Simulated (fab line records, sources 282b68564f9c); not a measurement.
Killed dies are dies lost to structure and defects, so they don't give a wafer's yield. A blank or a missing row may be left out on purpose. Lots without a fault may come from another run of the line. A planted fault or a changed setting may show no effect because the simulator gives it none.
fab line records | flow rit_cmos
record lots=6 wafers=18 last_day=7
route steps=202 shown M1@184
lots that met no fault: from a run of the same line without faults
start_h: hours from the record's first day to the start of the lot's first wafer shown | wait_h: hours since the lot's step before | " the same as in the row above | L1.1+2: a row that stands for several wafers | - no value, or no start given | * or withheld: withheld | < > ~ a bound
route shown NAME@n: a module of which the file shows steps, and the number in the route of the first | usual: mean/standard deviation of fault-free wafers | same: alike in all rows | chamber/n: place in a boat | sites: the reading at each site | _std_site: their standard deviation | _edge_site: outer sites' mean less inner sites' | radius_mm: how far each site lies from the wafer's centre | mask NAME#n: copy n | behind: the tool/chamber that last shaped the wafer | hold: why the lot was held/for how many hours/how that ended | device: the transistor (n, p or np) that didn't switch | end of line: the same wafers' tests at the end of the route | a step without rows: its recipe alone | killed: dies lost to structure and defects at the first sort, not the wafer's yield | map: a wafer's dies, x killed, . not, _ none there
set.NAME: the setting as run; set.NAME@STEP: as run at that earlier step | model.NAME: the simulator's own value behind a step, which no gauge read
lots at some steps of the route; a table a step, a row a wafer
services: from which hour (start_h, from the record's first day; less than 0 if before it) a tool's chamber was out of use, for how many hours, and why
## steps
# step RIT_M1_SPUTTER_00
# recipe material=Al target_thk_nm=400 power_w=2000 chamber_pressure_pa=0.4 gas=Ar time_s=500 substrate_temp_c=25
# usual throttle_valve_pct=29.9/1.2
# columns lot.wafer tool chamber start_h wait_h throttle_valve_pct
L957.3 pvd_sputter-03 - 55.97 0.0 29.5
L957.5 " - " " 32.0
L957.6 " - " " 29.3
L959.1 pvd_sputter-03 - 65.48 0.0 29.3
L959.3 " - " " 32.2
L959.5 " - " " 32.2
L968.2 pvd_sputter-04 - 111.11 0.0 31.1
L968.4 " - " " 28.9
L968.5 " - " " 29.8
L969.1 pvd_sputter-02 - 115.22 0.0 28.9
L969.5 " - " " 29.0
L969.6 " - " " 27.2
L972.1 pvd_sputter-04 - 130.92 0.0 31.4
L972.2 " - " " 28.8
L972.6 " - " " 28.6
L978.2 pvd_sputter-02 - 161.01 0.0 28.8
L978.5 " - " " 29.1
L978.6 " - " " 30.0
# step RIT_M1_RS_MEAS_01
# recipe thk_meas_gauge=four-point-probe reads=Al_of_M1_SPUTTER_00
# usual M1_AL_RS=0.0737/0.0011
# columns lot.wafer tool chamber start_h wait_h M1_AL_RS[ohm/sq]
L957.3 film_metro-04 - 56.30 0.2 0.0735
L957.5 " - " " 0.0723
L957.6 " - " " 0.0742
L959.1 film_metro-04 - 65.78 0.1 0.0739
L959.3 " - " " 0.0735
L959.5 " - " " 0.0731
L968.2 film_metro-01 - 111.42 0.2 0.0726
L968.4 " - " " 0.0751
L968.5 " - " " 0.0744
L969.1 film_metro-02 - 115.52 0.1 0.0722
L969.5 " - " " 0.0737
L969.6 " - " " 0.0729
L972.1 film_metro-04 - 131.21 0.1 0.0729
L972.2 " - " " 0.0757
L972.6 " - " " 0.0759
L978.2 film_metro-01 - 161.36 0.2 0.0725
L978.5 " - " " 0.0732
L978.6 " - " " 0.0751
# step RIT_M1_THK_MEAS_02
# recipe thk_meas_gauge=xrf reads=Al_of_M1_SPUTTER_00
# usual M1_AL_THK=401/6.4
# columns lot.wafer tool chamber start_h wait_h M1_AL_THK[nm]
L957.3 film_metro-04 - 56.40 0.1 402
L957.5 " - " " 411
L957.6 " - " " 402
L959.1 film_metro-04 - 65.90 0.1 402
L959.3 " - " " 405
L959.5 " - " " 408
L968.2 film_metro-01 - 111.53 0.1 407
L968.4 " - " " 393
L968.5 " - " " 396
L969.1 film_metro-02 - 115.64 0.1 408
L969.5 " - " " 399
L969.6 " - " " 402
L972.1 film_metro-04 - 131.33 0.1 407
L972.2 " - " " 390
L972.6 " - " " 389
L978.2 film_metro-01 - 161.47 0.1 405
L978.5 " - " " 401
L978.6 " - " " 391
# step RIT_M1_HMDS_03
# recipe prime_time_s=60 prime_temp_c=140
# step RIT_M1_COAT_04
# recipe resist=NOVOLAK spin_rpm=2000 resist_thk_nm=1300
# step RIT_M1_SOFTBAKE_05
# recipe resist=NOVOLAK temp_c=89.59 time_s=60
# step RIT_M1_EXPOSE_06
# recipe mask_id=M12 na=0.6 source_shape=conventional sigma_outer=0.5 target_cd_nm=2600 dose_mj=250
# step RIT_M1_PEB_07
# recipe resist=NOVOLAK temp_c=withheld time_s=withheld
# step RIT_M1_DEVELOP_08
# recipe resist=NOVOLAK develop_time_s=68 dev_temp_c=23
# step RIT_M1_CD_MEAS_09
# recipe target_cd_nm=2600
# usual cd_nm=2599.7/2.5
# columns lot.wafer tool chamber start_h wait_h cd_nm
L957.3 cd_sem-01 - 57.49 - 2598.0
L957.5 " - " " 2597.4
L957.6 " - " " 2598.1
L959.1 cd_sem-01 - 66.84 - 2604.7
L959.3 " - " " 2602.3
L959.5 " - " " 2603.3
L968.2 cd_sem-01 - 112.61 - 2599.1
L968.4 " - " " 2599.8
L968.5 " - " " 2600.7
L969.1 cd_sem-01 - 116.58 - 2601.9
L969.5 " - " " 2602.8
L969.6 " - " " 2604.0
L972.1 cd_sem-01 - 132.40 - 2600.6
L972.2 " - " " 2598.7
L972.6 " - " " 2602.0
L978.2 cd_sem-02 - 162.42 - 2603.7
L978.5 " - " " 2601.8
L978.6 " - " " 2602.5
# step RIT_M1_OVL_MEAS_10
# usual M1_OVL=-0.7/1.6
# columns lot.wafer tool chamber start_h wait_h M1_OVL[nm]
L957.3 overlay-02 - 57.58 0.1 -0.7
L957.5 " - " " -1.3
L957.6 " - " " 0.0
L959.1 overlay-01 - 66.96 0.1 -0.9
L959.3 " - " " -1.1
L959.5 " - " " 0.3
L968.2 overlay-02 - 112.71 0.1 -0.9
L968.4 " - " " -1.5
L968.5 " - " " -1.2
L969.1 overlay-01 - 116.70 0.1 -1.0
L969.5 " - " " 0.8
L969.6 " - " " 1.4
L972.1 overlay-02 - 132.52 0.1 -3.4
L972.2 " - " " -2.4
L972.6 " - " " -1.9
L978.2 overlay-01 - 162.52 0.1 -0.5
L978.5 " - " " 0.7
L978.6 " - " " 1.0
# step RIT_M1_HARDBAKE_11
# recipe resist=NOVOLAK temp_c=138.8 time_s=120
# step RIT_M1_METAL_ETCH_12
# recipe stop_on=SiO2 chemistry=Cl2/BCl3 target=Al time_s=165 over_etch_frac=0.5 pressure_mtorr=100 target_depth_a=6000 rf_w=250 Cl2_flow_sccm=60 bcl3_flow_sccm=50
# usual drypump_motor_current_A=5.5/0.42 oes_product_au=0.770/0.0096 rf_fwd_power_W=248.9/0.8 run_length_s=193.5/0.44 throttle_valve_pct=8.32/0.17
# columns lot.wafer tool chamber start_h wait_h drypump_motor_current_A oes_product_au rf_fwd_power_W rf_hours_counter_h run_length_s throttle_valve_pct model.NOVOLAK_of_M1_COAT_04.thk_nm model.M1.feature_depth_nm model.etch.depth_nm
L957.3 rie_metal-03 0 57.91 0.2 5.8 0.773 247.0 - 193.0 8.21 818.8 431 399.7
L957.5 " 0 " " 5.8 0.785 247.3 - 192.7 8.20 815.3 437.7 406.2
L957.6 " 1 " " 6.1 0.764 248.6 - 193.8 8.47 802.3 429.1 396.2
L959.1 rie_metal-01 0 67.24 0.2 4.7 0.772 248.5 2 194.4 8.09 810.2 430.5 397.9
L959.3 " 0 " " 4.8 0.776 247.8 - 193.8 8.08 804.8 433.2 400.4
L959.5 " 0 " " 4.8 0.775 250.1 - 194.2 8.08 809.9 434.3 401.7
L968.2 rie_metal-01 1 112.99 0.2 5.5 0.759 249.3 3 193.4 8.43 810.4 436.7 404.7
L968.4 " 0 " " 4.8 0.765 249.0 - 194.1 8.09 803.7 423.4 390.7
L968.5 " 1 " " 5.4 0.753 248.8 - 193.6 8.41 811.1 426.7 394.7
L969.1 rie_metal-03 1 116.98 0.2 6.1 0.990 - 4 128.4 8.43 938.8 362 362
L969.5 " 1 " " 6.1 0.992 - - 128.1 8.44 940.1 357 357
L969.6 " 0 " " 5.8 0.785 248.5 - 192.9 8.20 821.4 433.8 402.3
L972.1 rie_metal-03 0 132.80 0.2 5.8 0.770 248.9 6 193.4 8.21 820.5 435.2 403.4
L972.2 " 1 " " 6.1 0.981 - 4 127.6 8.44 944.5 359.2 359.2
L972.6 " 0 " " 5.8 0.762 246.9 - 192.9 8.21 820.4 420.1 388.4
L978.2 rie_metal-01 0 162.80 0.2 4.8 0.781 250.1 4 194.1 8.10 807.8 437.5 404.7
L978.5 " 0 " " 4.8 0.781 249.6 - 193.9 8.11 803.4 433.7 401
L978.6 " 1 " " 5.5 0.760 248.8 - 193.4 8.42 809 423.8 391.4
# step RIT_M1_STRIP_13
# recipe chemistry=nmp resist=NOVOLAK temp_c=80 time_s=600 dry=n2_spin
# step RIT_M1_STRIP_14
# recipe chemistry=O2 time_s=180 platen_temp_c=withheld power_w=500 pressure_mtorr=4000 o2_flow_sccm=4000
# usual drypump_motor_current_A=5.9/0.4 o2_flow_sccm=4001/11
# columns lot.wafer tool chamber start_h wait_h drypump_motor_current_A o2_flow_sccm rf_hours_counter_h
L957.3 plasma_asher-01 0 58.26 0.1 6.0 3979 -
L957.5 " 0 " " 6.0 3996 -
L957.6 " 1 " " 5.6 4018 -
L959.1 plasma_asher-03 0 67.76 0.0 5.5 4005 44
L959.3 " 1 " " 5.6 4006 -
L959.5 " 0 " " 5.5 4004 -
L968.2 plasma_asher-02 0 113.33 0.0 6.8 3996 46
L968.4 " 1 " " 6.1 4005 -
L968.5 " 0 " " 6.8 4013 -
L969.1 plasma_asher-02 1 117.32 0.0 6.1 3989 47
L969.5 " 0 " " 6.8 3989 -
L969.6 " 1 " " 6.0 4011 -
L972.1 plasma_asher-01 0 133.14 0.0 6.0 4024 2
L972.2 " 1 " " 5.6 4009 2
L972.6 " 1 " " 5.6 4014 -
L978.2 plasma_asher-01 1 163.14 0.0 5.6 3992 5
L978.5 " 1 " " 5.6 4002 -
L978.6 " 0 " " 6.1 4007 -
# step RIT_M1_CD_MEAS_90
# recipe target_cd_nm=2600
# usual cd_nm=2601/3.1
# columns lot.wafer tool chamber start_h wait_h cd_nm
L957.3 cd_sem-02 - 58.42 0.1 2599
L957.5 " - " " 2597
L957.6 " - " " 2596
L959.1 cd_sem-02 - 67.93 0.1 2607
L959.3 " - " " 2605
L959.5 " - " " 2607
L968.2 cd_sem-02 - 113.52 0.1 2601
L968.4 " - " " 2602
L968.5 " - " " 2604
L969.1 cd_sem-02 - 117.50 0.1 2612
L969.5 " - " " 2613
L969.6 " - " " 2606
L972.1 cd_sem-02 - 133.32 0.1 2604
L972.2 " - " " 2608
L972.6 " - " " 2604
L978.2 cd_sem-01 - 163.34 0.1 2604
L978.5 " - " " 2604
L978.6 " - " " 2607
# step RIT_M1_ANNEAL_15
# recipe temp_c=450 time_s=1800 ambient=forming_gas_H2N2
# step RIT_M1_PROBE_99
# usual defect_limited_yield=97.4/1.1 killed_at_M0_to_M3=0.0/0.083 killed_at_contacts=0.1/0.35 killed_at_front_end=6.9/2.8 killed_dies=7.0/2.8 killed_on_rim=1.8/1.3 killed_open=3.4/2 killed_short=3.5/2.1 sort_bin_3_pad_short=0.1/0.19 sort_bin_5_function=1.5/0.79 sort_bin_6_memory=1.0/0.66 sort_n_pass=257.0/2.8 sort_yield_pct=97.3/1.1
# same gross_dies=264 killed_at_M4_up=0 killed_at_back_side=0 killed_at_other=0
# columns lot.wafer tool chamber start_h wait_h defect_limited_yield[%] killed_at_M0_to_M3 killed_at_contacts killed_at_front_end killed_dies killed_on_rim killed_open killed_short sort_bin_3_pad_short[%] sort_bin_5_function[%] sort_bin_6_memory[%] sort_n_pass sort_yield_pct[%] model.etest.tester.sort_n_pass model.etest.tester.sort_bin_5_pct model.etest.tester.sort_yield_pct model.etest.pmos_0p3.over_limit model.etest.gate_to_diffusion_comb.over_limit model.etest.pplus_sal.short model.etest.diode_nplus_pwell.over_limit model.etest.cap_n_gate.short
L957.3 prober-01 - 60.22 0.2 97.0 0 1 7 8 1 4 4 0.4 1.1 1.5 256.0 97.0 256 1.136 96.97 0 0 0 0 0
L957.5 prober-01 - 60.32 0.2 97.7 0 0 6 6 2 2 4 0 1.5 0.8 258.0 97.7 258 1.515 97.73 0 0 0 0 0
L957.6 prober-01 - 60.37 0.2 96.6 0 0 9 9 1 7 2 0 1.9 1.5 255.0 96.6 255 1.894 96.59 0 0 0 0 0
L959.1 prober-01 - 69.67 0.1 97.3 0 0 7 7 3 4 3 0.4 1.1 1.1 257.0 97.3 257 1.136 97.35 0 0 0 0 0
L959.3 prober-01 - 69.77 0.2 97.0 0 0 8 8 2 5 3 0 1.9 1.1 256.0 97.0 256 1.894 96.97 0 0 0 0 0
L959.5 prober-01 - 69.87 0.2 95.8 0 0 11 11 2 4 7 0 1.9 2.3 253.0 95.8 253 1.894 95.83 0 0 0 0 0
L968.2 prober-02 - 115.29 0.1 97.3 0 0 7 7 4 4 3 0.4 1.1 1.1 257.0 97.3 257 1.136 97.35 0 0 0 0 0
L968.4 prober-02 - 115.39 0.2 96.6 0 0 9 9 2 6 3 0 2.7 0.8 255.0 96.6 255 2.652 96.59 0 0 0 0 0
L968.5 prober-02 - 115.44 0.2 97.3 0 0 7 7 3 4 3 0 1.5 1.1 257.0 97.3 257 1.515 97.35 0 0 0 0 0
L969.1 prober-01 - 119.24 0.1 0 256 0 8 264 70 3 5 0.4 98.9 0.8 0 0 0 98.86 0 1 1 1 1 1
L969.5 prober-01 - 119.44 0.2 0 260 0 4 264 70 2 2 0 99.6 0.4 0 0 0 99.62 0 1 1 1 1 1
L969.6 prober-01 - 119.49 0.2 97.3 0 0 7 7 0 4 3 0.4 1.5 0.8 257.0 97.3 257 1.515 97.35 0 0 0 0 0
L972.1 prober-02 - 135.06 0.1 97.3 0 0 7 7 1 2 5 0.4 1.1 1.1 257.0 97.3 257 1.136 97.35 0 0 0 0 0
L972.2 prober-02 - 135.11 0.1 1.5 256 0 4 260 68 2 2 0 97.7 0.8 4.0 1.5 4 97.73 1.515 1 1 1 1 1
L972.6 prober-02 - 135.31 0.2 96.6 0 0 9 9 3 2 7 0.4 1.5 1.5 255.0 96.6 255 1.515 96.59 0 0 0 0 0
L978.2 prober-02 - 165.11 0.1 97.7 0 0 6 6 1 5 1 0 1.1 1.1 258.0 97.7 258 1.136 97.73 0 0 0 0 0
L978.5 prober-02 - 165.26 0.2 96.6 0 0 9 9 2 2 7 0 0.8 2.7 255.0 96.6 255 0.7576 96.59 0 0 0 0 0
L978.6 prober-02 - 165.31 0.2 96.6 0 0 9 9 2 5 3 0 1.9 1.5 255.0 96.6 255 1.894 96.59 0 0 0 0 0
# killed by level:class
L957.3 GATE:geometric_particle:short=3 SPACER:geometric_particle:open=3 GATE:geometric_particle:open=1 CONTACT:geometric_particle:short=1
L957.5 GATE:geometric_particle:short=3 FOX1:geometric_particle:short=1 GATE:geometric_particle:open=1 SILICIDE:geometric_particle:open=1
L957.6 GATE:geometric_particle:open=3 REOX:geometric_particle:open=2 SILICIDE:geometric_particle:open=2 GATE:geometric_particle:short=1 SILICIDE:geometric_particle:short=1
L959.1 FOX1:geometric_particle:short=3 FOX1:geometric_particle:open=2 GATE:geometric_particle:open=1 SILICIDE:geometric_particle:open=1
L959.3 GATE:geometric_particle:open=3 REOX:geometric_particle:open=2 FOX1:geometric_particle:short=1 REOX:geometric_particle:short=1 SPACER:geometric_particle:short=1
L959.5 FOX1:geometric_particle:open=2 FOX1:geometric_particle:short=2 GATE:geometric_particle:short=2 REOX:geometric_particle:short=2 SPACER:geometric_particle:open=2 SPACER:geometric_particle:short=1
L968.2 FOX1:geometric_particle:open=3 FOX1:geometric_particle:short=1 FOX2:geometric_particle:short=1 REOX:geometric_particle:open=1 REOX:geometric_particle:short=1
L968.4 FOX1:geometric_particle:open=3 FOX1:geometric_particle:short=2 FOX2:geometric_particle:open=1 GATE:geometric_particle:short=1 SPACER:geometric_particle:open=1 SILICIDE:geometric_particle:open=1
L968.5 GATE:geometric_particle:open=2 FOX1:geometric_particle:open=1 FOX1:geometric_particle:short=1 GATE:geometric_particle:short=1 SILICIDE:geometric_particle:open=1 SILICIDE:geometric_particle:short=1
L969.1 M1:area_etch=256 GATE:geometric_particle:short=4 REOX:geometric_particle:open=2 GATE:geometric_particle:open=1 REOX:geometric_particle:short=1
L969.5 M1:area_etch=260 GATE:geometric_particle:short=2 GATE:geometric_particle:open=1 REOX:geometric_particle:open=1
L969.6 FOX1:geometric_particle:short=2 FOX1:geometric_particle:open=1 FOX2:geometric_particle:open=1 GATE:geometric_particle:short=1 GATE:geometric_particle:open=1 SILICIDE:geometric_particle:open=1
L972.1 SILICIDE:geometric_particle:short=3 GATE:geometric_particle:open=2 REOX:geometric_particle:short=2
L972.2 M1:area_etch=256 FOX1:geometric_particle:short=1 FOX2:geometric_particle:open=1 REOX:geometric_particle:short=1 REOX:geometric_particle:open=1
L972.6 REOX:geometric_particle:short=3 GATE:geometric_particle:short=2 FOX1:geometric_particle:open=1 FOX1:geometric_particle:short=1 GATE:geometric_particle:open=1 SILICIDE:geometric_particle:short=1
L978.2 GATE:geometric_particle:open=3 GATE:geometric_particle:short=1 SPACER:geometric_particle:open=1 SILICIDE:geometric_particle:open=1
L978.5 GATE:geometric_particle:short=4 REOX:geometric_particle:short=2 FOX1:geometric_particle:short=1 FOX1:geometric_particle:open=1 REOX:geometric_particle:open=1
L978.6 FOX1:geometric_particle:open=2 FOX1:geometric_particle:short=1 GATE:geometric_particle:short=1 GATE:geometric_particle:open=1 REOX:geometric_particle:short=1 SPACER:geometric_particle:open=1 SILICIDE:geometric_particle:open=1 NRETRO:coat_microbubble_printed=1
# map L969.1 (x killed, . not)
________xxxxxxx_______
_____xxxxxxxxxxxxx____
____xxxxxxxxxxxxxxx___
___xxxxxxxxxxxxxxxxx__
__xxxxxxxxxxxxxxxxxxx_
__xxxxxxxxxxxxxxxxxxx_
_xxxxxxxxxxxxxxxxxxxxx
_xxxxxxxxxxxxxxxxxxxxx
_xxxxxxxxxxxxxxxxxxxxx
_xxxxxxxxxxxxxxxxxxxxx
__xxxxxxxxxxxxxxxxxxx_
__xxxxxxxxxxxxxxxxxxx_
___xxxxxxxxxxxxxxxxx__
____xxxxxxxxxxxxxxx___
_____xxxxxxxxxxxxx____
________xxxxxxx_______
# map L972.2 (x killed, . not)
________xxxxxxx_______
_____xxxxxxxxxxxxx____
____xxxxxxxxxxxxxx.___
___xxxxxxxxxxxxxxxxx__
__.xxxxxxxxxxxxxxxxxx_
__x.xxxxxxxxxxxxxxxxx_
_xxxxxxxxxxxxxxxxxxxxx
_xxxxxxxxxxxxxxxxxxxxx
_xx.xxxxxxxxxxxxxxxxxx
_xxxxxxxxxxxxxxxxxxxxx
__xxxxxxxxxxxxxxxxxxx_
__xxxxxxxxxxxxxxxxxxx_
___xxxxxxxxxxxxxxxxx__
____xxxxxxxxxxxxxxx___
_____xxxxxxxxxxxxx____
________xxxxxxx_______
## services
# columns tool chamber start_h hours kind
plasma_asher-02 - 33.02 3.0 repair
plasma_asher-01 - 35.35 1.6 repair
rie_metal-01 1 38.74 2.6 repair
pvd_sputter-03 - 56.36 5.5 repair
pvd_sputter-04 - 56.73 3.1 repair
rie_metal-03 - 59.28 4.3 pm
plasma_asher-03 - 62.49 0.7 repair
pvd_sputter-03 - 73.05 1.8 repair
plasma_asher-01 - 108.75 9.0 pm
plasma_asher-01 0 108.75 9.0 vent_cycle
plasma_asher-01 1 108.75 9.0 vent_cycle
plasma_asher-01 0 117.75 - clean
plasma_asher-01 1 117.75 - clean
plasma_asher-02 - 123.99 3.4 repair
plasma_asher-02 - 144.26 7.2 repair
pvd_sputter-03 - 147.63 5.5 repair
## key
first_sign step=RIT_M1_METAL_ETCH_12 reading=run_length_s direction=down sigmas=99+ usual=* struck=*
effect step=RIT_M1_METAL_ETCH_12 reading=oes_product_au direction=up sigmas=23 usual=0.770 struck=0.988
effect step=RIT_M1_CD_MEAS_90 reading=cd_nm direction=up sigmas=3.2 usual=2601 struck=2611
effect step=RIT_M1_PROBE_99 reading=killed_at_M0_to_M3 direction=up sigmas=99+ usual=0.0 struck=257.3
model_effect step=RIT_M1_METAL_ETCH_12 value=NOVOLAK_of_M1_COAT_04.thk_nm without=809.3 struck=941.1
model_effect step=RIT_M1_PROBE_99 value=etest.tester.sort_n_pass without=258.7 struck=1.333
more_kills_born_at RIT_M1_METAL_ETCH_12@rie_metal-03=772
met_at RIT_M1_METAL_ETCH_12
struck_wafers L969.1,L969.5,L972.2
later_rows_left_out L969.1,L969.5,L972.2
onset_between 57.91 116.98
fault kind=process_parameter_drift tool=rie_metal-03 chamber=1 onset_h=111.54 steps=RIT_M1_METAL_ETCH_12 channel=time_s offset=* shape=step end_h=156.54 stated=*
# later_rows_left_out: the simulator's readings of these wafers behind a module that went badly wrong aren't trusted and aren't shown, but for the sort
